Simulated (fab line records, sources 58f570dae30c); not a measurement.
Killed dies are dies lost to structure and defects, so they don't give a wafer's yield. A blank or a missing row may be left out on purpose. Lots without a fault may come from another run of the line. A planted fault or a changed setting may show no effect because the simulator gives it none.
Chamber matching | flow berkeley_cmos170 | UCB170_V1_CMP_02 on cmp-01: 4 sister chambers
The step polishes SiO2. 16 wafers are shown with their chamber, then 8 later ones without.

WAFERS WITH THEIR CHAMBER
wafer  | chamber | motor_current_A (A) | slurry_filter_dp_kPa (kPa) | head_pressure_psi (psi)
L159.3 | 2       | 14.1                | 13.65                      | 6.004
L159.5 | 3       | 16.9                | 13.89                      | 5.987
L159.6 | 2       | 14.5                | 13.58                      | 6.012
L158.3 | 1       | 14.4                | 13.52                      | 5.996
L158.4 | 0       | 17.2                | 13.65                      | 5.999
L158.6 | 0       | 17.1                | 13.62                      | 5.985
L161.1 | 0       | 17.7                | 13.47                      | 5.986
L161.3 | 1       | 14.9                | 13.40                      | 6.009
L161.5 | 0       | 16.2                | 13.47                      | 5.994
L162.2 | 1       | 13.9                | 13.44                      | 6.013
L162.3 | 2       | 15.0                | 13.65                      | 6.009
L162.4 | 0       | 16.0                | 13.39                      | 5.995
L163.1 | 3       | 16.8                | 13.68                      | 6.009
L163.2 | 2       | 13.9                | 13.33                      | 6.010
L163.4 | 0       | 17.1                | 13.45                      | 6.005
L175.1 | 2       | 14.7                | 13.41                      | 6.008

SIGNATURES (means of the wafers above)
reading              | chamber 0 | chamber 1 | chamber 2 | chamber 3 | scatter within a chamber
motor_current_A      | 16.883    | 14.400    | 14.440    | 16.850    | 0.533
slurry_filter_dp_kPa | 13.5083   | 13.4533   | 13.5240   | 13.7850   | 0.118
head_pressure_psi    | 5.99400   | 6.00600   | 6.00860   | 5.99800   | 0.00778
Rule: a wafer's distance from a chamber is the root of the sum, over the readings, of the square of ((its reading less the chamber's mean) divided by the reading's scatter). The wafer belongs to the nearest chamber; if the next one is less than 2 further off, it can't be placed. The scatter: the root of (the sum of the squares of (reading less its chamber's mean) over the shown wafers, divided by (wafers less chambers)).

WAFERS WITHOUT THEIR CHAMBER
wafer  | motor_current_A (A) | slurry_filter_dp_kPa (kPa) | head_pressure_psi (psi)
L175.2 | 14.4                | 13.62                      | 5.991
L175.5 | 14.5                | 13.43                      | 6.026
L176.1 | 14.4                | 13.75                      | 6.016
L176.2 | 14.6                | 13.48                      | 5.997
L176.6 | 16.6                | 13.41                      | 6.036
L181.1 | 16.0                | 13.54                      | 6.022
L181.4 | 17.4                | 13.44                      | 6.026
L181.5 | 15.5                | 13.56                      | 6.000

WHICH CHAMBER EACH WENT THROUGH
wafer  | from the rows above               | in truth
L175.2 | can't be placed: 1 or 2           | 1
L175.5 | can't be placed: 2 or 1           | 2
L176.1 | can't be placed: 2 or 1           | 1
L176.2 | can't be placed: 1 or 2           | 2
L176.6 | can't be placed: 2 or 0 or 1 or 3 | 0
L181.1 | can't be placed: 2 or 1 or 0 or 3 | 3
L181.4 | can't be placed: 0 or 3 or 2 or 1 | 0
L181.5 | can't be placed: 2 or 1 or 0 or 3 | 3
Placed correctly: 0 of 8. Can't be placed from these rows: 8 (the true chamber is among the candidates in 8). Placed wrongly: 0.
